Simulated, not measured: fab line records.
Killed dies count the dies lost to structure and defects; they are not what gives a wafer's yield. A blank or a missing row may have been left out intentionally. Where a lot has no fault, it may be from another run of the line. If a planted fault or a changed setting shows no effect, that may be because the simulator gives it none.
The tool behind it: which one? | flow berkeley-cmos170 | 7 lots, 21 wafers sampled, at 3 steps of a route of 331

## WHAT EACH GAUGE READ, for each wafer
UCB170_ACTIVE_OVL_MEAS_14.
lot  | measured    | on         | ACTIVE_OVL (nm)
L820 | day 4 07:20 | overlay-01 | 3 10 12
L823 | day 5 18:09 | overlay-02 | -4 4 -6
L825 | day 5 18:31 | overlay-01 | 4 -2 -1
L826 | day 5 17:33 | overlay-01 | 3 2 -4
L831 | day 6 07:52 | overlay-02 | 8 2 4
L833 | day 6 21:58 | overlay-01 | -221 -226 -220
L835 | day 7 11:14 | overlay-02 | -210 -210 -214

## EACH LOT AND THE TOOL THAT RAN IT (in order: tool; ch and the chambers of the sampled wafers; start)
lot  | UCB170_ZERO_ETCH_06               | UCB170_ACTIVE_EXPOSE_10
L820 | rie-diel-02 ch 0,3, day 2 00:40   | krf-scanner-01 ch 0, day 4 06:16
L823 | rie-diel-03 ch 0,3, day 2 13:59   | krf-scanner-01 ch 0, day 5 16:41
L825 | rie-diel-01 ch 1,2, day 3 03:59   | krf-scanner-01 ch 0, day 5 16:50
L826 | rie-diel-01 ch 2,3, day 3 11:58   | krf-scanner-02 ch 0, day 5 15:53
L831 | rie-diel-01 ch 1,2,3, day 4 06:50 | krf-scanner-01 ch 0, day 6 07:16
L833 | rie-diel-03 ch 0,1,3, day 4 14:17 | krf-scanner-01 ch 0, day 6 21:26
L835 | rie-diel-01 ch 2,3, day 5 06:53   | krf-scanner-01 ch 0, day 7 09:40
- UCB170_ZERO_ETCH_06: etches SiO2 in CHF3/CF4/Ar, time 12 s.
- UCB170_ACTIVE_EXPOSE_10: exposes mask ACTIVE, target cd 1200 nm.

## THE ANSWER, worked out from the rows above alone
Rule: the lots themselves supply what counts as usual. The widest of any qualifying gaps counts: lots, ordered by their means at a reading, are off when they make up no more than a third of the lots, leave a main group of 4 or more, and stand apart from it by 3 or more times the standard deviation of that group's means. Not used: any main group whose means are identical at the precision the tables above print for the reading. A lot without any number at a reading at which 4 lots or more have one is off too. The other lots that the step has rows for count as sound.
Off: L833, L835, seen at UCB170_ACTIVE_OVL_MEAS_14 (ACTIVE_OVL). Mean 2 nm and standard deviation 3.7 in the main group.
A tool fits if, at a process step before that reading, it ran every lot that is off, and no sound lot after the first of them. Those tools and the gauges at UCB170_ACTIVE_OVL_MEAS_14 are tried in the same way. One fits: krf-scanner-01 at UCB170_ACTIVE_EXPOSE_10. Its last sound lot is L831 (day 6 07:16), its first lot that is off L833 (day 6 21:26): a fault that began between those two fits.

## WHAT WAS PUT IN BY THE SIMULATOR
Scanner matching overlay: krf-scanner-01, from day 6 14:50 on, at UCB170_ACTIVE_EXPOSE_10. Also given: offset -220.
Lots struck among those shown: L833, L835. The same result came from the rule above.
